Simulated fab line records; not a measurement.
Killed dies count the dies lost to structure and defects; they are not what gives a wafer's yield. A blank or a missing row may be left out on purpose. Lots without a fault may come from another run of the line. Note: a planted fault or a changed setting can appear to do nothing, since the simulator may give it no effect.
Split-lot experiment / flow ritCmos / on a route of 202 steps: 5 lots, 23 wafers read

## ON THE SPLIT
At RIT_GATE_DEVELOP_15 (develop time 50 s), the setting developTimeS was moved away from the recipe's 50 s on 10 of the 23 wafers read, by -6.9% to +14.7%. All remaining wafers had this setting at the recipe value.

## FROM THE SPLIT TO THE READING: what the file shows between them, 10 steps
- RIT_PLDD_SOFTBAKE_02: time 60 s (also split here: tempC)
- RIT_SPACER_CVD_03: deposits Si3N4 from SiH2Cl2/NH3, target thk 250 nm, time 3300 s (also split here: nh3FlowSccm)
- RIT_NSD_SOFTBAKE_02: time 60 s (also split here: tempC)
- RIT_NSD_EXPOSE_03: exposes mask M9, target cd 40700 nm
- RIT_NSD_PEB_04
- RIT_NSD_DEVELOP_05: develop time 50 s
- RIT_NSD_IMPLANT_08 (also split here: energyKev)
- RIT_PSD_IMPLANT_08 (also split here: tiltDeg)
- RIT_PSD_STRIP_09: strips in O2, time 180 s
- RIT_SDANNEAL_CLEAN_00: cleans in SC1, time 600 s

## THE READING
etest.pmos_0p15.driveUaUm (the simulator's own value, which no gauge read), at RIT_M1_PROBE_99. The file gives no usual value for it. Here, 13 wafers ran the recipe; their average is 252.4 with a standard deviation of 8.8.

wafer=L077.4; tool, chamber at the split=lithoTrack-01, 0; developTimeS as run, s=50; against the recipe=recipe; etest.pmos_0p15.driveUaUm=262.6; against lot-mates on the recipe=-
wafer=L077.5; tool, chamber at the split=lithoTrack-01, 0; developTimeS as run, s=50; against the recipe=recipe; etest.pmos_0p15.driveUaUm=256.5; against lot-mates on the recipe=-
wafer=L077.6; tool, chamber at the split=lithoTrack-01, 0; developTimeS as run, s=50; against the recipe=recipe; etest.pmos_0p15.driveUaUm=262.6; against lot-mates on the recipe=-
wafer=L082.1; tool, chamber at the split=lithoTrack-04, 0; developTimeS as run, s=55.17; against the recipe=+10.3%; etest.pmos_0p15.driveUaUm=301.3; against lot-mates on the recipe=+47.4
wafer=L082.2; tool, chamber at the split=lithoTrack-04, 0; developTimeS as run, s=50; against the recipe=recipe; etest.pmos_0p15.driveUaUm=255.1; against lot-mates on the recipe=-
wafer=L082.3; tool, chamber at the split=lithoTrack-04, 0; developTimeS as run, s=50; against the recipe=recipe; etest.pmos_0p15.driveUaUm=258.9; against lot-mates on the recipe=-
wafer=L082.4; tool, chamber at the split=lithoTrack-04, 0; developTimeS as run, s=55.17; against the recipe=+10.3%; etest.pmos_0p15.driveUaUm=298.8; against lot-mates on the recipe=+44.9
wafer=L082.6; tool, chamber at the split=lithoTrack-04, 0; developTimeS as run, s=50; against the recipe=recipe; etest.pmos_0p15.driveUaUm=247.7; against lot-mates on the recipe=-
wafer=L083.2; tool, chamber at the split=lithoTrack-04, 0; developTimeS as run, s=56.87; against the recipe=+13.7%; etest.pmos_0p15.driveUaUm=313.2; against lot-mates on the recipe=+58.1
wafer=L083.3; tool, chamber at the split=lithoTrack-04, 0; developTimeS as run, s=50; against the recipe=recipe; etest.pmos_0p15.driveUaUm=257.7; against lot-mates on the recipe=-
wafer=L083.4; tool, chamber at the split=lithoTrack-04, 0; developTimeS as run, s=56.87; against the recipe=+13.7%; etest.pmos_0p15.driveUaUm=342.8; against lot-mates on the recipe=+87.8
wafer=L083.5; tool, chamber at the split=lithoTrack-04, 0; developTimeS as run, s=50; against the recipe=recipe; etest.pmos_0p15.driveUaUm=252.4; against lot-mates on the recipe=-
wafer=L083.6; tool, chamber at the split=lithoTrack-04, 0; developTimeS as run, s=56.87; against the recipe=+13.7%; etest.pmos_0p15.driveUaUm=317.8; against lot-mates on the recipe=+62.8
wafer=L084.1; tool, chamber at the split=lithoTrack-03, 0; developTimeS as run, s=50; against the recipe=recipe; etest.pmos_0p15.driveUaUm=232.5; against lot-mates on the recipe=-
wafer=L084.2; tool, chamber at the split=lithoTrack-03, 0; developTimeS as run, s=50; against the recipe=recipe; etest.pmos_0p15.driveUaUm=236.3; against lot-mates on the recipe=-
wafer=L084.3; tool, chamber at the split=lithoTrack-03, 0; developTimeS as run, s=57.36; against the recipe=+14.7%; etest.pmos_0p15.driveUaUm=308.3; against lot-mates on the recipe=+73.9
wafer=L084.5; tool, chamber at the split=lithoTrack-03, 0; developTimeS as run, s=57.36; against the recipe=+14.7%; etest.pmos_0p15.driveUaUm=295.8; against lot-mates on the recipe=+61.4
wafer=L084.6; tool, chamber at the split=lithoTrack-03, 0; developTimeS as run, s=57.36; against the recipe=+14.7%; etest.pmos_0p15.driveUaUm=320.5; against lot-mates on the recipe=+86.1
wafer=L085.1; tool, chamber at the split=lithoTrack-03, 0; developTimeS as run, s=50; against the recipe=recipe; etest.pmos_0p15.driveUaUm=256.4; against lot-mates on the recipe=-
wafer=L085.3; tool, chamber at the split=lithoTrack-03, 0; developTimeS as run, s=50; against the recipe=recipe; etest.pmos_0p15.driveUaUm=250.9; against lot-mates on the recipe=-
wafer=L085.4; tool, chamber at the split=lithoTrack-03, 0; developTimeS as run, s=46.57; against the recipe=-6.9%; etest.pmos_0p15.driveUaUm=226.5; against lot-mates on the recipe=-26.3
wafer=L085.5; tool, chamber at the split=lithoTrack-03, 0; developTimeS as run, s=46.57; against the recipe=-6.9%; etest.pmos_0p15.driveUaUm=226.8; against lot-mates on the recipe=-26.0
wafer=L085.6; tool, chamber at the split=lithoTrack-03, 0; developTimeS as run, s=50; against the recipe=recipe; etest.pmos_0p15.driveUaUm=251.1; against lot-mates on the recipe=-

THE FIT
A straight line over all 23 wafers: etest.pmos_0p15.driveUaUm changes by +4.39 for each +1% of developTimeS; r = +0.95; the points scatter about the line by 11.
The same after taking each lot's own level away (the mean of its wafers on the recipe; 23 wafers): +4.81 for each +1%; r = +0.98; scatter 7.2.
On that fit, the largest move of developTimeS shifts the reading by 71.
Measured against the standard deviation above, the lots' own levels, which go from 234.40 to 260.57, span 3.0 times it.
The two slopes agree, so the slope changes little with the lot-to-lot level.
Check: for one of the wafers moved furthest among these (+14.7%), held out of the fit, the line's prediction against its lot-mates is +71.6. Against them it came out at +73.9.

## THESE WAFERS: OTHER SPLITS
Other splits were also applied to these wafers ahead of the reading. Each is held against what the fit with the lots' levels taken away leaves over:
other split on the same wafers=RIT_ACTIVE_CVD_03 sih2cl2FlowSccm; wafers away from the commonest value=15; r with etest.pmos_0p15.driveUaUm (lot level and that fit taken away)=-0.05
other split on the same wafers=RIT_ACTIVE_ETCH_13 overEtchFrac; wafers away from the commonest value=2; r with etest.pmos_0p15.driveUaUm (lot level and that fit taken away)=+0.18
other split on the same wafers=RIT_FOX2_OXIDATION_00 tempC; wafers away from the commonest value=10; r with etest.pmos_0p15.driveUaUm (lot level and that fit taken away)=+0.01
other split on the same wafers=RIT_NWELL_IMPLANT_08 energyKev; wafers away from the commonest value=9; r with etest.pmos_0p15.driveUaUm (lot level and that fit taken away)=-0.16
other split on the same wafers=RIT_NRETRO_IMPLANT_08 energyKev; wafers away from the commonest value=10; r with etest.pmos_0p15.driveUaUm (lot level and that fit taken away)=+0.15
other split on the same wafers=RIT_PRETRO_COAT_01 resistThkNm; wafers away from the commonest value=11; r with etest.pmos_0p15.driveUaUm (lot level and that fit taken away)=+0.11
other split on the same wafers=RIT_GATE_CLEAN_04 timeS; wafers away from the commonest value=10; r with etest.pmos_0p15.driveUaUm (lot level and that fit taken away)=+0.09
other split on the same wafers=RIT_PLDD_SOFTBAKE_02 tempC; wafers away from the commonest value=7; r with etest.pmos_0p15.driveUaUm (lot level and that fit taken away)=-0.17
other split on the same wafers=RIT_SPACER_CVD_03 nh3FlowSccm; wafers away from the commonest value=10; r with etest.pmos_0p15.driveUaUm (lot level and that fit taken away)=+0.00
other split on the same wafers=RIT_NSD_SOFTBAKE_02 tempC; wafers away from the commonest value=9; r with etest.pmos_0p15.driveUaUm (lot level and that fit taken away)=-0.12
other split on the same wafers=RIT_NSD_IMPLANT_08 energyKev; wafers away from the commonest value=5; r with etest.pmos_0p15.driveUaUm (lot level and that fit taken away)=+0.19
other split on the same wafers=RIT_PSD_IMPLANT_08 tiltDeg; wafers away from the commonest value=11; r with etest.pmos_0p15.driveUaUm (lot level and that fit taken away)=-0.39

## THE WHOLE CHAIN: every reading that the file lists as answering this split, in the file's order
step=RIT_M1_PROBE_99; what it does=; reading=etest.pmos_0p15.rOnOhmUm (the simulator's own value, which no gauge read); change (the file's fit)=-38.7 for each +1% of the setting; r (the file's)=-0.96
step=RIT_M1_PROBE_99; what it does=; reading=etest.pmos_0p3.rOnOhmUm (the simulator's own value, which no gauge read); change (the file's fit)=-37.4 for each +1% of the setting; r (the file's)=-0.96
step=RIT_M1_PROBE_99; what it does=; reading=etest.pmosTurned.rOnOhmUm (the simulator's own value, which no gauge read); change (the file's fit)=-37.4 for each +1% of the setting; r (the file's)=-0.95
step=RIT_M1_PROBE_99; what it does=; reading=etest.nmos_0p15.rOnOhmUm (the simulator's own value, which no gauge read); change (the file's fit)=-12 for each +1% of the setting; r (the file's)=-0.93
step=RIT_M1_PROBE_99; what it does=; reading=etest.nmos_0p3.rOnOhmUm (the simulator's own value, which no gauge read); change (the file's fit)=-11.3 for each +1% of the setting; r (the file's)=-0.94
step=RIT_M1_PROBE_99; what it does=; reading=etest.nmos_0p15.driveUaUm (the simulator's own value, which no gauge read); change (the file's fit)=+7.67 for each +1% of the setting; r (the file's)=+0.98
step=RIT_M1_PROBE_99; what it does=; reading=etest.pmos_0p15.driveUaUm (the simulator's own value, which no gauge read); change (the file's fit)=+4.82 for each +1% of the setting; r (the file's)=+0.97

## FILE'S OWN FIT
etest.pmos_0p15.driveUaUm changes by +4.82 for each +1% of developTimeS, r = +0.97.
